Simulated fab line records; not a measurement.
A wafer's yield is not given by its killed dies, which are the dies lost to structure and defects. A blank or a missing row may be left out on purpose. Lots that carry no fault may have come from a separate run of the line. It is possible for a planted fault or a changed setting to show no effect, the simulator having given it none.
2 desks, one fault	flow berkeleyCmos170	only its own numbers are on each desk; what lay behind them is given at the end

AT THE METROLOGY DESK
Means of the sampled wafers that have a number, per lot and without regard to the tool the lot ran on: this is what the gauges read. Any lot whose mean is over 4 standard deviations away from the usual mean is out of limits and marked OUT; that distance is given in the brackets.
Columns: A = cdNm at UCB170_PSD_CD_MEAS_06, usual 1199.9 nm; B = NSD_OVL at UCB170_NSD_OVL_MEAS_07, usual -2 nm
lot	first seen here	A	B
L628	day 7 19:08	1200.7	-1
L629	day 8 15:18	1199.0	-1
L630	day 8 15:35	1200.4	5
L632	day 8 15:54	1197.0	-0
L634	day 9 18:27	1201.3	-3
L633	day 9 18:40	1202.3	-5
L636	day 9 18:53	1199.2	-9
L635	day 9 19:00	1202.3	-8
L638	day 10 07:28	1198.2	2
L639	day 10 19:44	1200.4	-14
L646	day 12 07:37	1199.0	-3
L645	day 12 08:01	1191.7 (-4.8) OUT	8
L649	day 12 19:36	1189.9 (-5.9) OUT	0
L651	day 13 09:53	1198.4	2
This desk's finding: out of limits on L645, L649; first on L645, day 12 08:01 (cdNm at UCB170_PSD_CD_MEAS_06). L628, L629, L630, L632, L634, L633, L636, L635, L638, L639, L646, L651: within limits.

FOR THE TOOL OWNER'S DESK: lithoTrack-01
The tool's own readings at UCB170_PSD_PEB_04: means of the sampled wafers that have a number, for each lot that ran on this tool. Any lot whose mean is over 4 standard deviations away from the usual mean is out of limits and marked OUT; that distance is given in the brackets.
Columns: A = heaterPowerTotalW at UCB170_PSD_PEB_04, usual 56.80 W
lot	first seen here	A
L630	day 8 15:19	56.84
L633	day 9 18:23	56.84
L635	day 9 18:44	56.82
L638	day 10 06:49	56.78
L645	day 12 07:44	59.45 (+59) OUT
L649	day 12 19:20	59.47 (+59) OUT
This desk's finding: out of limits on L645, L649; first on L645, day 12 07:44 (heaterPowerTotalW at UCB170_PSD_PEB_04). L630, L633, L635, L638: within limits.

PUT TOGETHER
The tool owner's desk could have raised an alarm at day 12 07:44, on L645, L649.
Metrology desk: alarm possible at day 12 08:01 on L645, L649.
Every lot named ran UCB170_PSD_PEB_04 on lithoTrack-01.

WHAT WAS PUT IN BY THE SIMULATOR
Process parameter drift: lithoTrack-01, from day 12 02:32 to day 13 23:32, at UCB170_PSD_PEB_04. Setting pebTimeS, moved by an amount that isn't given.
Shown lots that were struck: L645, L649.
Counting hours from when the fault started, the first reading out of limits came at 5 for the tool owner's desk and at 5 for the metrology desk.
